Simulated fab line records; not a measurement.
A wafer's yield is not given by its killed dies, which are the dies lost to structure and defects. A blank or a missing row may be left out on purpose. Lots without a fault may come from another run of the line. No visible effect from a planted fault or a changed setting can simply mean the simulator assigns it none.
Check of tool commonality || flow ritCmos || 14 lots and 42 wafers in the sample

== REASON IT WAS OPENED ==
RIT_REOX_THK_MEAS_04, reading REOX_OXIDE_THK: flagged on 2 of 14 lots. No-fault wafers: 25.2 nm, standard deviation 0.51.
Rule: a lot gets a flag if all its wafers with a number sit over 4 standard deviations from that mean, or if no wafer of it has a number. The other lots count as sound.

{"lot": "L419", "measured": "day 2 23:04", "on": "filmMetro-01", "REOX_OXIDE_THK (nm), wafer by wafer": "25.4 24.9 24.9", "flag": ""}
{"lot": "L420", "measured": "day 3 03:33", "on": "filmMetro-01", "REOX_OXIDE_THK (nm), wafer by wafer": "25.0 24.8 25.0", "flag": ""}
{"lot": "L421", "measured": "day 3 11:44", "on": "filmMetro-01", "REOX_OXIDE_THK (nm), wafer by wafer": "25.2 25.1 24.6", "flag": ""}
{"lot": "L422", "measured": "day 3 13:40", "on": "filmMetro-01", "REOX_OXIDE_THK (nm), wafer by wafer": "24.9 24.9 25.3", "flag": ""}
{"lot": "L423", "measured": "day 4 00:34", "on": "filmMetro-04", "REOX_OXIDE_THK (nm), wafer by wafer": "25.8 25.1 25.2", "flag": ""}
{"lot": "L424", "measured": "day 4 02:50", "on": "filmMetro-01", "REOX_OXIDE_THK (nm), wafer by wafer": "24.4 24.6 24.7", "flag": ""}
{"lot": "L426", "measured": "day 4 10:53", "on": "filmMetro-04", "REOX_OXIDE_THK (nm), wafer by wafer": "25.3 25.5 25.1", "flag": ""}
{"lot": "L427", "measured": "day 4 18:19", "on": "filmMetro-01", "REOX_OXIDE_THK (nm), wafer by wafer": "22.3 22.6 22.6", "flag": "FLAGGED"}
{"lot": "L431", "measured": "day 5 12:56", "on": "filmMetro-01", "REOX_OXIDE_THK (nm), wafer by wafer": "22.2 22.1 22.1", "flag": "FLAGGED"}
{"lot": "L435", "measured": "day 6 06:25", "on": "filmMetro-01", "REOX_OXIDE_THK (nm), wafer by wafer": "24.8 24.7 24.9", "flag": ""}
{"lot": "L436", "measured": "day 6 12:56", "on": "filmMetro-01", "REOX_OXIDE_THK (nm), wafer by wafer": "25.3 25.6 25.1", "flag": ""}
{"lot": "L437", "measured": "day 6 20:17", "on": "filmMetro-01", "REOX_OXIDE_THK (nm), wafer by wafer": "24.8 25.4 25.3", "flag": ""}
{"lot": "L439", "measured": "day 7 03:25", "on": "filmMetro-02", "REOX_OXIDE_THK (nm), wafer by wafer": "25.3 25.3 25.0", "flag": ""}
{"lot": "L440", "measured": "day 7 08:46", "on": "filmMetro-02", "REOX_OXIDE_THK (nm), wafer by wafer": "24.7 24.6 25.2", "flag": ""}
The mean of the flagged lots' numbers is 22.3 nm, -2.9 nm from the usual (-6 standard deviations).

== TOOL THAT RAN EACH LOT ==
The record holds 1 process step before the reading, out of a route of 202 steps. In each cell: the tool, then ch and the chambers that the sampled wafers went through, then the start.
{"lot": "L419", "flag": "", "RIT_REOX_OXIDATION_03": "furnace-04 ch 0, day 2 20:31"}
{"lot": "L420", "flag": "", "RIT_REOX_OXIDATION_03": "furnace-04 ch 0, day 3 00:59"}
{"lot": "L421", "flag": "", "RIT_REOX_OXIDATION_03": "furnace-03 ch 0, day 3 09:10"}
{"lot": "L422", "flag": "", "RIT_REOX_OXIDATION_03": "furnace-04 ch 0, day 3 11:07"}
{"lot": "L423", "flag": "", "RIT_REOX_OXIDATION_03": "furnace-01 ch 0, day 3 22:01"}
{"lot": "L424", "flag": "", "RIT_REOX_OXIDATION_03": "furnace-03 ch 0, day 4 00:17"}
{"lot": "L426", "flag": "", "RIT_REOX_OXIDATION_03": "furnace-04 ch 0, day 4 08:19"}
{"lot": "L427", "flag": "FLAGGED", "RIT_REOX_OXIDATION_03": "furnace-04 ch 0, day 4 15:45"}
{"lot": "L431", "flag": "FLAGGED", "RIT_REOX_OXIDATION_03": "furnace-04 ch 0, day 5 10:22"}
{"lot": "L435", "flag": "", "RIT_REOX_OXIDATION_03": "furnace-03 ch 0, day 6 03:52"}
{"lot": "L436", "flag": "", "RIT_REOX_OXIDATION_03": "furnace-01 ch 0, day 6 10:22"}
{"lot": "L437", "flag": "", "RIT_REOX_OXIDATION_03": "furnace-03 ch 0, day 6 17:44"}
{"lot": "L439", "flag": "", "RIT_REOX_OXIDATION_03": "furnace-01 ch 0, day 7 00:52"}
{"lot": "L440", "flag": "", "RIT_REOX_OXIDATION_03": "furnace-01 ch 0, day 7 06:13"}
What is done by these steps:
- RIT_REOX_OXIDATION_03: target thk 25.2 nm, ox time 5580 s.
- RIT_REOX_THK_MEAS_04

== FLAGGED AGAINST TOTAL, ONE TOOL AT A TIME (gauges that did the reading follow at the end) ==
{"step": "RIT_REOX_OXIDATION_03", "tool": "furnace-01", "lots run": 4, "flagged": 0, "share of the flagged lots": "none", "sound lots run after its first flagged lot": "-"}
{"step": "RIT_REOX_OXIDATION_03", "tool": "furnace-03", "lots run": 4, "flagged": 0, "share of the flagged lots": "none", "sound lots run after its first flagged lot": "-"}
{"step": "RIT_REOX_OXIDATION_03", "tool": "furnace-04", "lots run": 6, "flagged": 2, "share of the flagged lots": "all", "sound lots run after its first flagged lot": 0}
{"step": "RIT_REOX_THK_MEAS_04", "tool": "filmMetro-01", "lots run": 10, "flagged": 2, "share of the flagged lots": "all", "sound lots run after its first flagged lot": "3 (L435,L436,L437)"}
{"step": "RIT_REOX_THK_MEAS_04", "tool": "filmMetro-02", "lots run": 2, "flagged": 0, "share of the flagged lots": "none", "sound lots run after its first flagged lot": "-"}
{"step": "RIT_REOX_THK_MEAS_04", "tool": "filmMetro-04", "lots run": 2, "flagged": 0, "share of the flagged lots": "none", "sound lots run after its first flagged lot": "-"}

== THE TABLE: WHAT IT ALLOWS ==
2 rows of the table ran every flagged lot: furnace-04 at RIT_REOX_OXIDATION_03, filmMetro-01 at RIT_REOX_THK_MEAS_04.
- furnace-04 at RIT_REOX_OXIDATION_03: 2 of its 6 lots flagged. It ran its last sound lot, L426, at day 4 08:19 and its first flagged lot, L427, at day 4 15:45: a fault with its onset between the two fits. Its own readings lie more than 4 standard deviations out on every wafer of the flagged lots: spikeTcCentreC, spikeTcLoadC, spikeTcSourceC, tubeCenterTempC, tube_center_temp_C_max.
- filmMetro-01 at RIT_REOX_THK_MEAS_04: 2 of its 10 lots flagged. Lots that were sound ran on it after the first flagged one (L435, L436, L437); a persistent fault on the entire tool would not allow that.
Just one tool remains: furnace-04 at RIT_REOX_OXIDATION_03.

== WHAT THE SIMULATOR HAD PUT IN ==
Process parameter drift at RIT_REOX_OXIDATION_03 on furnace-04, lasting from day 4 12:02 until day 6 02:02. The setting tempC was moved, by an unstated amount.
Lots struck among those shown: L427, L431. The rule above reached the same finding.
